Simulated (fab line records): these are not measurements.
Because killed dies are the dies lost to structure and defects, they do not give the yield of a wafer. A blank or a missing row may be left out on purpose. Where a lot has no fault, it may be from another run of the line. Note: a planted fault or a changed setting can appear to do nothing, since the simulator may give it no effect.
One fault seen from 2 desks || flow rit cmos || what lay behind the numbers comes last; until then each desk has only its own

FROM THE METROLOGY DESK
Means of the sampled wafers that have a number, per lot and without regard to the tool the lot ran on: this is what the gauges read. If a lot's mean is further than 4 standard deviations from the usual mean, the lot is out of limits and carries the mark OUT (the distance appears in the brackets).
Columns: A = INCOMING_BOW at RIT_ACTIVE_BOW_MEAS_00, usual 0 um; B = ACTIVE_NITRIDE_THK at RIT_ACTIVE_THK_MEAS_04, usual 150.9 nm; C = GATE_POLY_THK at RIT_GATE_THK_MEAS_09, usual 250.5 nm; D = M1_BOW at RIT_M1_BOW_MEAS_16, usual 17 um
{"lot": "L287", "first seen here": "day 1 10:02", "A": -1, "B": 150.9, "C": 247.6, "D": 15}
{"lot": "L289", "first seen here": "day 1 20:01", "A": -5, "B": 152.1, "C": 256.1, "D": 11}
{"lot": "L291", "first seen here": "day 2 06:00", "A": 8, "B": 150.8, "C": 248.2, "D": 25}
{"lot": "L292", "first seen here": "day 2 11:00", "A": -2, "B": 151.4, "C": 255.8, "D": 13}
{"lot": "L293", "first seen here": "day 2 16:04", "A": 7, "B": 151.3, "C": 245.8, "D": 23}
{"lot": "L294", "first seen here": "day 2 21:02", "A": 2, "B": 150.7, "C": 249.0, "D": 18}
{"lot": "L295", "first seen here": "day 3 02:00", "A": 3, "B": 149.2, "C": 251.5, "D": 17}
{"lot": "L297", "first seen here": "day 3 12:00", "A": 0, "B": 150.5, "C": 255.4, "D": 16}
{"lot": "L298", "first seen here": "day 3 17:00", "A": -4, "B": 152.7, "C": 247.6, "D": 12}
{"lot": "L302", "first seen here": "day 4 13:00", "A": 3, "B": 151.6, "C": "222.4 (-10) OUT", "D": 22}
{"lot": "L303", "first seen here": "day 4 18:02", "A": -6, "B": 149.0, "C": 252.3, "D": 12}
{"lot": "L304", "first seen here": "day 4 23:02", "A": 0, "B": 151.4, "C": "223.6 (-9.6) OUT", "D": 16}
{"lot": "L306", "first seen here": "day 5 09:02", "A": -7, "B": 150.9, "C": 250.6, "D": 11}
{"lot": "L307", "first seen here": "day 5 14:00", "A": 2, "B": 151.4, "C": 249.9, "D": 20}
This desk finds L302, L304 out of limits, with the earliest case on L302 at day 5 15:41 (GATE_POLY_THK at RIT_GATE_THK_MEAS_09). L287, L289, L291, L292, L293, L294, L295, L297, L298, L303, L306, L307: within limits.

FOR THE TOOL OWNER'S DESK: lpcvd-01
The tool's own readings at RIT_GATE_CVD_08 (deposits poly-Si from SiH4, target thk 250 nm, time 2220 s): means of the sampled wafers that have a number, for each lot that ran on this tool. If a lot's mean is further than 4 standard deviations from the usual mean, the lot is out of limits and carries the mark OUT (the distance appears in the brackets).
Columns: A = pressure mtorr at RIT_GATE_CVD_08, usual 300.1 mTorr
{"lot": "L287", "first seen here": "day 2 09:52", "A": 300.2}
{"lot": "L289", "first seen here": "day 2 19:38", "A": 299.2}
{"lot": "L293", "first seen here": "day 3 22:10", "A": 299.8}
{"lot": "L294", "first seen here": "day 4 01:03", "A": 299.9}
{"lot": "L295", "first seen here": "day 4 11:37", "A": 300.0}
{"lot": "L298", "first seen here": "day 4 23:19", "A": 299.2}
{"lot": "L302", "first seen here": "day 5 14:04", "A": "240.4 (-88) OUT"}
{"lot": "L304", "first seen here": "day 6 00:23", "A": "239.6 (-89) OUT"}
Finding of this desk: L302, L304 out of limits; the first was L302 at day 5 14:04, on pressure mtorr at RIT_GATE_CVD_08. L287, L289, L293, L294, L295, L298: within limits.

BROUGHT TOGETHER
On L302, L304, at day 5 14:04, an alarm was possible from the tool owner's desk.
The metrology desk could have raised an alarm at day 5 15:41, on L302, L304.
On lpcvd-01, each named lot ran RIT_GATE_CVD_08.

WHAT HAD BEEN PUT IN BY THE SIMULATOR
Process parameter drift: lpcvd-01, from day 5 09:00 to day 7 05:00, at RIT_GATE_CVD_08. The setting pressure mtorr was moved by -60, starting from 300. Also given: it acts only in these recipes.
Shown lots that were struck: L302, L304.
Hours from the fault's start to each desk's first reading out of limits: the tool owner's desk, 5; the metrology desk, 7.
